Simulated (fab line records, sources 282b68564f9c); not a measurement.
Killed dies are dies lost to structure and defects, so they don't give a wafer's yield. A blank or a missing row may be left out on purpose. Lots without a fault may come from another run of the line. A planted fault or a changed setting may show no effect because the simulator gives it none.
fab line records | flow rit_cmos
record lots=15 wafers=45 last_day=7
route steps=202 shown PSD@146
lots that met no fault: from a run of the same line without faults
start_h: hours from the record's first day to the start of the lot's first wafer shown | wait_h: hours since the lot's step before | " the same as in the row above | L1.1+2: a row that stands for several wafers | - no value, or no start given | * or withheld: withheld | < > ~ a bound
route shown NAME@n: a module of which the file shows steps, and the number in the route of the first | usual: mean/standard deviation of fault-free wafers | same: alike in all rows | chamber/n: place in a boat | sites: the reading at each site | _std_site: their standard deviation | _edge_site: outer sites' mean less inner sites' | radius_mm: how far each site lies from the wafer's centre | mask NAME#n: copy n | behind: the tool/chamber that last shaped the wafer | hold: why the lot was held/for how many hours/how that ended | device: the transistor (n, p or np) that didn't switch | end of line: the same wafers' tests at the end of the route | a step without rows: its recipe alone | killed: dies lost to structure and defects at the first sort, not the wafer's yield | map: a wafer's dies, x killed, . not, _ none there
set.NAME: the setting as run; set.NAME@STEP: as run at that earlier step | model.NAME: the simulator's own value behind a step, which no gauge read
steps of the route over a sample of lots; a table a step, a row a wafer
services: from which hour (start_h, from the record's first day; less than 0 if before it) a tool's chamber was out of use, for how many hours, and why
## steps
# step RIT_PSD_PEB_04
# recipe resist=NOVOLAK temp_c=withheld time_s=withheld
# usual chill_plate_temp_C=* exhaust_pa=44.9/0.91 resist_line_temp_C=*
# columns lot.wafer tool chamber start_h wait_h chill_plate_temp_C exhaust_pa resist_line_temp_C
L227.1 litho_track-03 0 51.76 0.1 * 45.2 *
L227.4 " 0 " " * 45.7 *
L227.6 " 0 " " * 44.9 *
L228.2 litho_track-01 0 58.62 0.1 * 44.8 *
L228.4 " 0 " " * 44.6 *
L228.6 " 0 " " * 46.2 *
L229.1 litho_track-03 0 65.24 0.1 * 43.8 *
L229.3 " 0 " " * 44.7 *
L229.4 " 0 " " * 45.4 *
L236.1 litho_track-01 - 103.53 0.1 - - -
L236.2 " - " " - - -
L236.3 " - " " - - -
L237.1 litho_track-03 - 104.99 0.1 - - -
L237.2 " - " " - - -
L237.4 " - " " - - -
L238.1 litho_track-03 - 108.65 0.1 - - -
L238.4 " - " " - - -
L238.5 " - " " - - -
L241.2 litho_track-02 0 123.75 0.1 * 45.3 *
L241.4 " 0 " " * 46.4 *
L241.6 " 0 " " * 45.0 *
L243.1 litho_track-02 0 133.04 0.1 * 43.8 *
L243.3 " 0 " " * 44.1 *
L243.4 " 0 " " * 44.9 *
L244.2 litho_track-02 0 137.43 0.1 * 44.8 *
L244.3 " 0 " " * 45.6 *
L244.6 " 0 " " * 45.6 *
L245.1 litho_track-01 0 140.27 0.1 * 46.0 *
L245.3 " 0 " " * 45.6 *
L245.5 " 0 " " * 45.0 *
L246.3 litho_track-02 0 146.54 0.1 * 45.0 *
L246.4 " 0 " " * 45.5 *
L246.6 " 0 " " * 45.6 *
L247.1 litho_track-02 0 153.42 0.1 * 44.6 *
L247.2 " 0 " " * 43.0 *
L247.4 " 0 " " * 43.1 *
L248.1 litho_track-01 0 155.35 0.1 * 44.2 *
L248.5 " 0 " " * 47.1 *
L248.6 " 0 " " * 44.9 *
L249.2 litho_track-01 0 160.32 0.1 * 45.1 *
L249.3 " 0 " " * 43.8 *
L249.4 " 0 " " * 44.7 *
L250.1 litho_track-01 0 166.51 0.1 * 45.1 *
L250.2 " 0 " " * 45.0 *
L250.6 " 0 " " * 45.0 *
## services
# columns tool chamber start_h hours kind
litho_track-03 - 59.82 - consumable_replace:filter
## key
first_sign step=RIT_PSD_PEB_04 reading=tool_record direction=missing
effect none on later readings
met_at RIT_PSD_PEB_04
struck_lots L236,L237,L238
sort_left_out L236.1,L236.2,L236.3,L237.1,L237.2,L237.4,L238.1,L238.4,L238.5
tester_left_out L236,L237,L238
onset_between 65.24 103.53
fault kind=skipped_step_whole tool=litho_track-01,litho_track-03 chamber=- onset_h=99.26 steps=RIT_PSD_PEB_04 scope=struck_lots_only
# tester_left_out: of these lots the tester's yield and bins aren't shown, on N5 and GAA mostly nor the transistor test; their killed dies are dies lost to structure and defects alone, not to doping, threshold or leakage, so they don't give the yield
# sort_left_out: the simulated sort isn't trusted on such a fault, so these wafers' sort isn't shown, and their yield isn't known
